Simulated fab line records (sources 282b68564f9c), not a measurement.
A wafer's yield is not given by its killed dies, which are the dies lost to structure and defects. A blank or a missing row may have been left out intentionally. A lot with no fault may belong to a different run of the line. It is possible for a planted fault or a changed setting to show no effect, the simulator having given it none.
fab line records    flow rit-cmos
[record] lots = 14  wafers = 42  last-day = 7
route steps=202 shown ACTIVE@9 FOX1@21 PSD@148 SILICIDE@167 M1@202
lots that met no fault: from a run of the same line without faults
start-h: hours from the record's opening day to when the first of the lot's shown wafers began    wait-h: time in hours since the lot's previous step    " identical to the entry in the row above    L1.1+2: one row covering several wafers at once    - no value, or no start was given    * or withheld: withheld    < > ~ a bound
route shown NAME@n: a module of which the file shows steps, and the number in the route of the first    usual: mean/standard deviation of fault-free wafers    same: alike in all rows    chamber/n: place in a boat    sites: readings site by site    _std_site: standard deviation of those values    _edge_site: outer sites' mean less inner sites'    radius-mm: for every site, how far away it sits from the centre of the wafer    mask NAME#n: copy n    behind: the most recent tool/chamber to have shaped the wafer    hold: the reason the lot was held/the length of the hold in hours/how it ended    device: transistor that didn't switch, given as n, p or np    end of line: tests run on the same wafers once the route is complete    where a step has no rows: the recipe by itself    killed: count of dies lost to structure and defects at first sort (not the wafer's yield)    map: dies across one wafer; x = killed, . = not, _ = none there
set.NAME: the setting the step ran with; set.NAME@STEP: the setting that earlier step ran with    model.NAME: the simulator's own value behind a step, which no gauge read
route steps across a sampled set of lots; one table per step, one row per wafer
services: the hour from which a tool's chamber was out of use, counted from the record's first day as start-h (under 0 if before that day), plus the number of hours and why
[[steps]]
[step RIT_ACTIVE_EXPOSE_08]
[recipe] mask-id = M1  na = 0.6  source-shape = conventional  sigma-outer = 0.6  target-cd-nm = 1400  dose-mj = 225
[usual] exposure-dose-mJ-cm2 = 224.96/0.22  focus-offset-nm = 0.1/0.56
lot.wafer  tool              chamber  start-h  wait-h  mask  exposure-dose-mJ-cm2  focus-offset-nm
L540.1     iline-stepper-02  0        15.23    0.2     M1#0  224.65                0.5
L540.2     "                 0        "        "       M1#0  224.89                -0.2
L540.4     "                 0        "        "       M1#0  224.79                0.2
L541.1     iline-stepper-02  0        19.90    0.1     M1#0  225.00                -1.0
L541.4     "                 0        "        "       M1#0  224.86                0.4
L541.6     "                 0        "        "       M1#0  225.08                -0.4
L542.2     iline-stepper-01  0        24.25    0.2     M1#0  225.27                0.2
L542.3     "                 0        "        "       M1#0  225.23                0.1
L542.5     "                 0        "        "       M1#0  225.16                -0.1
L543.1     iline-stepper-02  0        30.60    0.2     M1#0  225.03                -0.6
L543.3     "                 0        "        "       M1#0  224.99                -0.2
L543.6     "                 0        "        "       M1#0  225.07                -1.0
L544.2     iline-stepper-01  0        35.69    0.2     M1#0  224.66                0.6
L544.5     "                 0        "        "       M1#0  224.83                -0.1
L544.6     "                 0        "        "       M1#0  224.81                0.3
L545.1     iline-stepper-01  0        40.20    0.1     M1#0  224.94                0.7
L545.2     "                 0        "        "       M1#0  225.14                -0.9
L545.4     "                 0        "        "       M1#0  224.94                0.6
L546.4     iline-stepper-02  0        45.13    0.2     M1#0  225.26                -0.5
L546.5     "                 0        "        "       M1#0  225.15                -0.6
L546.6     "                 0        "        "       M1#0  225.46                0.0
L547.4     iline-stepper-02  0        49.48    0.1     M1#0  224.83                0.5
L547.5     "                 0        "        "       M1#0  224.61                0.3
L547.6     "                 0        "        "       M1#0  224.71                0.1
L550.1     iline-stepper-01  0        64.56    0.1     M1#0  224.77                0.8
L550.2     "                 0        "        "       M1#0  225.64                0.3
L550.4     "                 0        "        "       M1#0  224.79                0.3
L555.2     iline-stepper-02  0        89.36    0.2     M1#0  222.00                0.7
L555.3     "                 0        "        "       M1#0  222.23                0.2
L555.4     "                 0        "        "       M1#0  222.07                0.0
L556.3     iline-stepper-02  0        94.09    0.1     M1#0  219.60                0.5
L556.5     "                 0        "        "       M1#0  219.93                0.2
L556.6     "                 0        "        "       M1#0  219.73                0.7
L559.2     iline-stepper-01  0        110.06   0.2     M1#0  225.08                1.1
L559.5     "                 0        "        "       M1#0  224.78                0.4
L559.6     "                 0        "        "       M1#0  224.68                0.6
L560.1     iline-stepper-01  0        114.04   0.1     M1#0  225.14                0.5
L560.3     "                 0        "        "       M1#0  224.56                0.0
L560.4     "                 0        "        "       M1#0  224.95                1.2
L563.1     iline-stepper-01  0        129.80   0.2     M1#0  224.83                0.4
L563.4     "                 0        "        "       M1#0  224.95                -0.1
L563.5     "                 0        "        "       M1#0  225.13                0.1
[step RIT_ACTIVE_CD_MEAS_11]
[recipe] target-cd-nm = 1400
[usual] cd-nm = 1400.3/2
lot.wafer  tool       chamber  start-h  wait-h  cd-nm
L540.1     cd-sem-01  -        15.63    -       1399.1
L540.2     "          -        "        "       1399.4
L540.4     "          -        "        "       1400.3
L541.1     cd-sem-01  -        20.32    -       1402.2
L541.4     "          -        "        "       1402.0
L541.6     "          -        "        "       1401.7
L542.2     cd-sem-01  -        24.71    -       1403.2
L542.3     "          -        "        "       1401.8
L542.5     "          -        "        "       1403.4
L543.1     cd-sem-01  -        31.00    -       1399.6
L543.3     "          -        "        "       1400.2
L543.6     "          -        "        "       1400.8
L544.2     cd-sem-01  -        36.09    -       1403.5
L544.5     "          -        "        "       1401.8
L544.6     "          -        "        "       1402.9
L545.1     cd-sem-01  -        40.60    -       1401.4
L545.2     "          -        "        "       1401.9
L545.4     "          -        "        "       1400.6
L546.4     cd-sem-01  -        45.53    -       1399.2
L546.5     "          -        "        "       1400.3
L546.6     "          -        "        "       1398.8
L547.4     cd-sem-01  -        49.89    -       1399.2
L547.5     "          -        "        "       1399.8
L547.6     "          -        "        "       1397.3
L550.1     cd-sem-01  -        64.96    -       1399.2
L550.2     "          -        "        "       1398.8
L550.4     "          -        "        "       1399.6
L555.2     cd-sem-02  -        89.89    -       1393.8
L555.3     "          -        "        "       1387.1
L555.4     "          -        "        "       1390.9
L556.3     cd-sem-02  -        94.49    -       1386.8
L556.5     "          -        "        "       1383.9
L556.6     "          -        "        "       1398.2
L559.2     cd-sem-01  -        110.46   -       1401.2
L559.5     "          -        "        "       1398.2
L559.6     "          -        "        "       1398.1
L560.1     cd-sem-02  -        114.44   -       1397.7
L560.3     "          -        "        "       1397.6
L560.4     "          -        "        "       1398.9
L563.1     cd-sem-01  -        130.20   -       1402.0
L563.4     "          -        "        "       1401.8
L563.5     "          -        "        "       1403.7
[step RIT_FOX1_THK_MEAS_01]
[recipe] reads = SiO2_of_FOX1_OXIDATION_00
[usual] FOX1_OXIDE_THK = 350/5.7
lot.wafer  tool           chamber  start-h  wait-h  FOX1_OXIDE_THK[nm]
L540.1     film-metro-04  -        19.29    0.0     360
L540.2     "              -        "        "       350
L540.4     "              -        "        "       355
L541.1     film-metro-02  -        22.70    0.0     347
L541.4     "              -        "        "       358
L541.6     "              -        "        "       348
L542.2     film-metro-02  -        29.82    0.0     355
L542.3     "              -        "        "       347
L542.5     "              -        "        "       353
L543.1     film-metro-02  -        33.72    0.0     353
L543.3     "              -        "        "       357
L543.6     "              -        "        "       358
L544.2     film-metro-01  -        39.54    0.0     355
L544.5     "              -        "        "       351
L544.6     "              -        "        "       355
L545.1     film-metro-01  -        44.73    0.0     349
L545.2     "              -        "        "       356
L545.4     "              -        "        "       353
L546.4     film-metro-04  -        48.64    0.0     361
L546.5     "              -        "        "       355
L546.6     "              -        "        "       362
L547.4     film-metro-02  -        52.50    0.0     354
L547.5     "              -        "        "       347
L547.6     "              -        "        "       347
L550.1     film-metro-04  -        67.36    0.0     349
L550.2     "              -        "        "       348
L550.4     "              -        "        "       350
L555.2     film-metro-02  -        92.26    0.0     353
L555.3     "              -        "        "       350
L555.4     "              -        "        "       349
L556.3     film-metro-04  -        98.05    0.0     354
L556.5     "              -        "        "       359
L556.6     "              -        "        "       360
L559.2     film-metro-02  -        112.98   0.0     351
L559.5     "              -        "        "       355
L559.6     "              -        "        "       348
L560.1     film-metro-01  -        118.32   0.0     349
L560.3     "              -        "        "       358
L560.4     "              -        "        "       356
L563.1     film-metro-01  -        132.63   0.0     353
L563.4     "              -        "        "       355
L563.5     "              -        "        "       347
[step RIT_PSD_OVL_MEAS_06]
[usual] PSD_OVL = -0.5/1.4
lot.wafer  tool        chamber  start-h  wait-h  PSD_OVL[nm]
L540.1     overlay-02  -        53.42    -       0.0
L540.2     "           -        "        "       -0.6
L540.4     "           -        "        "       1.1
L541.1     overlay-01  -        59.31    -       -1.8
L541.4     "           -        "        "       -3.0
L541.6     "           -        "        "       -1.6
L542.2     overlay-02  -        63.76    -       -0.1
L542.3     "           -        "        "       1.0
L542.5     "           -        "        "       2.5
L543.1     overlay-01  -        65.51    -       -1.4
L543.3     "           -        "        "       -2.0
L543.6     "           -        "        "       -1.1
L544.2     overlay-02  -        73.34    -       0.9
L544.5     "           -        "        "       -0.7
L544.6     "           -        "        "       -1.2
L545.1     overlay-02  -        77.84    -       -1.6
L545.2     "           -        "        "       0.1
L545.4     "           -        "        "       0.1
L546.4     overlay-02  -        80.93    -       1.0
L546.5     "           -        "        "       1.6
L546.6     "           -        "        "       3.2
L547.4     overlay-02  -        84.25    -       -1.8
L547.5     "           -        "        "       0.6
L547.6     "           -        "        "       -1.0
L550.1     overlay-01  -        102.88   -       -2.4
L550.2     "           -        "        "       -2.9
L550.4     "           -        "        "       -3.7
L555.2     overlay-02  -        125.15   -       0.9
L555.3     "           -        "        "       0.4
L555.4     "           -        "        "       0.6
L556.3     overlay-02  -        133.70   -       -0.8
L556.5     "           -        "        "       0.1
L556.6     "           -        "        "       0.5
L559.2     overlay-01  -        147.30   -       -0.3
L559.5     "           -        "        "       -0.7
L559.6     "           -        "        "       0.7
L560.1     overlay-01  -        153.80   -       0.1
L560.3     "           -        "        "       0.5
L560.4     "           -        "        "       -1.2
L563.1     overlay-01  -        165.03   -       -0.1
L563.4     "           -        "        "       -0.6
L563.5     "           -        "        "       1.1
[step RIT_SILICIDE_RTA_06]
[recipe] temp-c = 750  time-s = 10  idle-temp-c = 25  ramp-up-s = 5  ramp-down-s = 10  cool-to-c = 25  ambient = N2
[usual] chamber-o2-ppm = 1.997/0.023  wafer_temp_C_max = 754.2/0.85
lot.wafer  tool           chamber  start-h  wait-h  chamber-o2-ppm  wafer_temp_C_max
L540.1     rtp-anneal-01  0        55.59    0.0     1.990           755.6
L540.2     "              0        "        "       1.997           755.0
L540.4     "              0        "        "       1.979           755.2
L541.1     rtp-anneal-02  0        61.30    0.0     1.977           755.5
L541.4     "              0        "        "       2.034           754.6
L541.6     "              0        "        "       1.998           754.6
L542.2     rtp-anneal-01  0        65.84    0.0     1.980           755.4
L542.3     "              0        "        "       2.009           754.2
L542.5     "              0        "        "       1.977           754.1
L543.1     rtp-anneal-02  0        67.54    0.0     1.976           754.9
L543.3     "              0        "        "       2.003           754.3
L543.6     "              0        "        "       2.003           754.4
L544.2     rtp-anneal-01  0        75.28    0.0     2.011           754.3
L544.5     "              0        "        "       1.999           754.7
L544.6     "              0        "        "       1.990           755.6
L545.1     rtp-anneal-02  0        79.80    0.0     1.971           753.1
L545.2     "              0        "        "       1.974           753.6
L545.4     "              0        "        "       1.991           753.7
L546.4     rtp-anneal-01  0        82.97    0.0     1.961           754.2
L546.5     "              0        "        "       2.010           753.5
L546.6     "              0        "        "       1.951           752.8
L547.4     rtp-anneal-02  0        86.23    0.0     2.021           755.3
L547.5     "              0        "        "       1.993           753.7
L547.6     "              0        "        "       1.989           753.6
L550.1     rtp-anneal-01  0        104.84   0.0     2.023           754.0
L550.2     "              0        "        "       1.991           754.7
L550.4     "              0        "        "       2.024           754.0
L555.2     rtp-anneal-02  0        127.10   0.0     2.024           752.9
L555.3     "              0        "        "       1.973           754.0
L555.4     "              0        "        "       1.953           754.0
L556.3     rtp-anneal-02  0        135.65   0.0     1.956           754.1
L556.5     "              0        "        "       2.031           753.9
L556.6     "              0        "        "       2.009           754.0
L559.2     rtp-anneal-02  0        149.30   0.0     2.023           752.8
L559.5     "              0        "        "       2.020           752.9
L559.6     "              0        "        "       2.019           753.0
L560.1     rtp-anneal-01  0        155.76   0.0     2.005           754.5
L560.3     "              0        "        "       1.994           755.6
L560.4     "              0        "        "       1.975           754.8
L563.1     rtp-anneal-02  0        167.00   0.0     1.984           753.9
L563.4     "              0        "        "       1.980           754.5
L563.5     "              0        "        "       2.016           753.2
[step RIT_M1_PROBE_99]
[usual] killed-at-contacts = 0.1/0.24  killed-at-front-end = 7/3.2  killed-dies = 7/3.2  killed-open = 3.6/2.1  killed-short = 3.5/2
[same] gross-dies = 264  killed_at_M0_to_M3 = 0  killed_at_M4_up = 0  killed-at-back-side = 0  killed-at-other = 0
lot.wafer  tool       chamber  start-h  wait-h  killed-at-contacts  killed-at-front-end  killed-dies  killed-open  killed-short
L540.1     prober-02  -        61.96    0.1     0                   9                    9            8            1
L540.2     prober-02  -        62.01    0.1     0                   4                    4            1            3
L540.4     prober-02  -        62.11    0.2     0                   5                    5            2            3
L541.1     prober-01  -        67.73    0.1     0                   7                    7            3            4
L541.4     prober-01  -        67.88    0.2     0                   5                    5            2            3
L541.6     prober-01  -        67.98    0.2     1                   10                   11           7            4
L542.2     prober-02  -        72.47    0.1     0                   6                    6            4            2
L542.3     prober-02  -        72.52    0.2     0                   7                    7            4            3
L542.5     prober-02  -        72.62    0.2     0                   10                   10           4            6
L550.1     prober-02  -        111.28   0.1     0                   3                    3            3            0
L550.2     prober-02  -        111.33   0.1     0                   14                   14           6            8
L550.4     prober-02  -        111.43   0.2     0                   5                    5            3            2
L555.2     prober-01  -        133.84   0.1     0                   8                    8            5            3
L555.3     prober-01  -        133.89   0.2     0                   8                    8            5            3
L555.4     prober-01  -        133.94   0.2     0                   8                    8            4            4
L556.3     prober-02  -        142.51   0.2     0                   10                   10           4            6
L556.5     prober-02  -        142.61   0.2     0                   8                    8            3            5
L556.6     prober-02  -        142.66   0.2     0                   8                    8            2            6
// killed by level:class
L540.1 GATE:geometric-particle:open=6 FOX1:geometric-particle:short=1 FOX1:geometric-particle:open=1 SILICIDE:geometric-particle:open=1
L540.2 FOX2:geometric-particle:short=1 REOX:geometric-particle:short=1 SPACER:geometric-particle:open=1 SILICIDE:geometric-particle:short=1
L540.4 GATE:geometric-particle:short=3 GATE:geometric-particle:open=1 REOX:geometric-particle:open=1
L541.1 FOX2:geometric-particle:short=2 GATE:geometric-particle:open=2 SPACER:geometric-particle:open=1 SPACER:geometric-particle:short=1 SILICIDE:geometric-particle:short=1
L541.4 SPACER:geometric-particle:short=2 FOX1:geometric-particle:short=1 FOX1:geometric-particle:open=1 SPACER:geometric-particle:open=1
L541.6 GATE:geometric-particle:open=5 REOX:geometric-particle:short=2 GATE:geometric-particle:short=1 SPACER:geometric-particle:open=1 SILICIDE:geometric-particle:short=1 CONTACT:geometric-particle:open=1
L542.2 GATE:geometric-particle:open=2 REOX:geometric-particle:open=2 FOX2:geometric-particle:short=1 GATE:geometric-particle:short=1
L542.3 FOX1:geometric-particle:open=2 GATE:geometric-particle:short=2 GATE:geometric-particle:open=2 FOX1:geometric-particle:short=1
L542.5 GATE:geometric-particle:open=4 GATE:geometric-particle:short=2 REOX:geometric-particle:short=2 SILICIDE:geometric-particle:short=2
L550.1 SILICIDE:geometric-particle:open=2 GATE:geometric-particle:open=1
L550.2 GATE:geometric-particle:short=5 GATE:geometric-particle:open=3 SILICIDE:geometric-particle:open=2 FOX2:geometric-particle:short=1 FOX2:geometric-particle:open=1 REOX:geometric-particle:short=1 SILICIDE:geometric-particle:short=1
L550.4 SILICIDE:geometric-particle:open=3 FOX2:geometric-particle:short=1 REOX:geometric-particle:short=1
L555.2 GATE:geometric-particle:open=2 FOX2:geometric-particle:short=1 GATE:geometric-particle:short=1 REOX:geometric-particle:open=1 SPACER:geometric-particle:open=1 SILICIDE:geometric-particle:short=1 SILICIDE:geometric-particle:open=1
L555.3 GATE:geometric-particle:short=2 REOX:geometric-particle:open=2 FOX1:geometric-particle:open=1 GATE:geometric-particle:open=1 REOX:geometric-particle:short=1 SPACER:geometric-particle:open=1
L555.4 FOX2:geometric-particle:open=1 GATE:geometric-particle:open=1 GATE:geometric-particle:short=1 REOX:geometric-particle:short=1 REOX:geometric-particle:open=1 SPACER:geometric-particle:short=1 SILICIDE:geometric-particle:open=1 SILICIDE:geometric-particle:short=1
L556.3 REOX:geometric-particle:short=3 GATE:geometric-particle:open=2 GATE:geometric-particle:short=2 FOX2:geometric-particle:short=1 REOX:geometric-particle:open=1 SPACER:geometric-particle:open=1
L556.5 GATE:geometric-particle:short=3 FOX2:geometric-particle:open=1 GATE:geometric-particle:open=1 SPACER:geometric-particle:open=1 SPACER:geometric-particle:short=1 SILICIDE:geometric-particle:short=1
L556.6 GATE:geometric-particle:short=2 FOX1:geometric-particle:short=1 FOX2:geometric-particle:short=1 GATE:geometric-particle:open=1 REOX:geometric-particle:short=1 SPACER:geometric-particle:short=1 SILICIDE:geometric-particle:open=1
[[services]]
tool              chamber  start-h  hours  kind
iline-stepper-01  -        17.68    0.7    repair
iline-stepper-01  -        18.36    4.4    pm
iline-stepper-02  -        31.79    9.3    repair
iline-stepper-01  -        74.22    2.2    repair
[[key]]
[first-sign] step = RIT_ACTIVE_EXPOSE_08  reading = exposure-dose-mJ-cm2  direction = down  sigmas = 19  usual = 224.96  struck = 220.93
[effect] step = RIT_ACTIVE_CD_MEAS_11  reading = cd-nm  direction = down  sigmas = 5.1  usual = 1400.3  struck = 1390.1  wafers-moved = 5  through = control-loop
met-at RIT_ACTIVE_EXPOSE_08
struck-lots L555,L556
tester-left-out L555,L556
[loop-trim] step = RIT_ACTIVE_EXPOSE_08  setting = dose  lots = L555,L556
not-acting-at RIT_FOX1_THK_MEAS_01,RIT_PSD_OVL_MEAS_06,RIT_SILICIDE_RTA_06
onset-between 49.48 89.36
[fault] kind = process-parameter-drift  tool = iline-stepper-02  chamber = -  onset-h = 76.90  steps = RIT_ACTIVE_EXPOSE_08  channel = focus-nm  offset = 532.86  spread-by-wafer = 0.3  shape = step  end-h = 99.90
// tester-left-out: of these lots the tester's yield and bins aren't shown, on N5 and GAA mostly nor the transistor test; their killed dies are dies lost to structure and defects alone, not to doping, threshold or leakage, so they don't give the yield
// loop-trim: a control loop set the setting to another value than it would have without faults
